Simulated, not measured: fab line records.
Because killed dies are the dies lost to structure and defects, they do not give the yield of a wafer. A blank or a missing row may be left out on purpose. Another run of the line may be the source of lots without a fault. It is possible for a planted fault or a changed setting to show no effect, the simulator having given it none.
Lot-split experiment | flow berkeley-cmos170 | route with 331 steps; 5 lots, 23 wafers read

== THE SPLIT ==
At UCB170_SPACER_CVD_00 (deposits SiO2 from TEOS/O2, target thk 376 nm, time 47 s), the setting time-s was moved away from the recipe's 47 s on 11 of the 23 wafers read, by -9.8% to +5.9%. For the rest of the wafers, this setting stayed at what the recipe calls for.

There is no step in the file separating the split from the reading.

== THE READING ==
SPACER_TEOS_THK in nanometres, read at UCB170_SPACER_THK_MEAS_01. A value of 377 nm with a standard deviation of 4.8 nm is what fault-free wafers of this fab line usually give.

wafer  | tool, chamber at the split | time-s as run, s | against the recipe | SPACER_TEOS_THK, nm | against lot-mates on the recipe
L076.1 | pecvd-01, 0                | 47               | recipe             | 379                 | -
L076.2 | pecvd-01, 1                | 42.4             | -9.8%              | 344                 | -35
L076.3 | pecvd-01, 2                | 42.4             | -9.8%              | 335                 | -44
L076.5 | pecvd-01, 2                | 47               | recipe             | 379                 | -
L076.6 | pecvd-01, 1                | 42.4             | -9.8%              | 345                 | -34
L080.1 | pecvd-02, 2                | 47               | recipe             | 377                 | -
L080.2 | pecvd-02, 0                | 47               | recipe             | 369                 | -
L080.3 | pecvd-02, 1                | 49.55            | +5.4%              | 393                 | +19
L080.4 | pecvd-02, 1                | 47               | recipe             | 377                 | -
L080.6 | pecvd-02, 0                | 49.55            | +5.4%              | 391                 | +17
L081.2 | pecvd-03, 2                | 47               | recipe             | 374                 | -
L081.3 | pecvd-03, 0                | 49.75            | +5.9%              | 401                 | +24
L081.4 | pecvd-03, 2                | 49.75            | +5.9%              | 402                 | +26
L081.5 | pecvd-03, 0                | 49.75            | +5.9%              | 400                 | +24
L081.6 | pecvd-03, 1                | 47               | recipe             | 379                 | -
L082.1 | pecvd-02, 1                | 47               | recipe             | 374                 | -
L082.4 | pecvd-02, 1                | 47               | recipe             | 383                 | -
L082.6 | pecvd-02, 0                | 47               | recipe             | 377                 | -
L083.1 | pecvd-01, 2                | 44.19            | -6.0%              | 349                 | -28
L083.2 | pecvd-01, 1                | 47               | recipe             | 374                 | -
L083.4 | pecvd-01, 2                | 44.19            | -6.0%              | 355                 | -22
L083.5 | pecvd-01, 1                | 44.19            | -6.0%              | 356                 | -21
L083.6 | pecvd-01, 0                | 47               | recipe             | 380                 | -

THE FIT
A straight line over all 23 wafers: SPACER_TEOS_THK changes by +3.68 nm for each +1% of time-s; r = +0.98; the points scatter about the line by 3.9 nm.
The same after taking each lot's own level away (the mean of its wafers on the recipe; 23 wafers): +3.87 nm for each +1%; r = +0.99; scatter 3.4 nm.
The reading moves by 38 nm for the largest change in time-s, on that fit.
Measured against the standard deviation above, the lots' own levels, which go from 374.3 to 379.0 nm, span 1.0 times it.
The two slopes are in agreement: the lot-to-lot level therefore moves the slope only a little.
Check: with one of the wafers moved furthest among these (-9.8%) left out of the fit, the line predicts -38.6 nm for it against its lot-mates. It came out at -35 nm against them.

== THE WHOLE CHAIN: every reading that the file lists as answering this split, in the file's order ==
step                      | what it does                                                             | reading                                                                       | change (the file's fit)              | r (the file's)
UCB170_SPACER_CVD_00      | deposits SiO2 from TEOS/O2, target thk 376 nm, time 47 s                 | SiO2_of_SPACER_CVD_00.thk-nm (the simulator's own value, which no gauge read) | +3.84 nm for each +1% of the setting | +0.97
UCB170_SPACER_THK_MEAS_01 |                                                                          | SPACER_TEOS_THK                                                               | +3.83 for each +1% of the setting    | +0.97
UCB170_SPACER_ETCHBACK_03 | etches SiO2 in CHF3/CF4/Ar, stops on Si, target depth 376 nm, time 100 s | etch.depth-nm (the simulator's own value, which no gauge read)                | +4.26 nm for each +1% of the setting | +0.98

== FILE'S OWN FIT ==
SPACER_TEOS_THK changes by +3.83 nm for each +1% of time-s, r = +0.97.
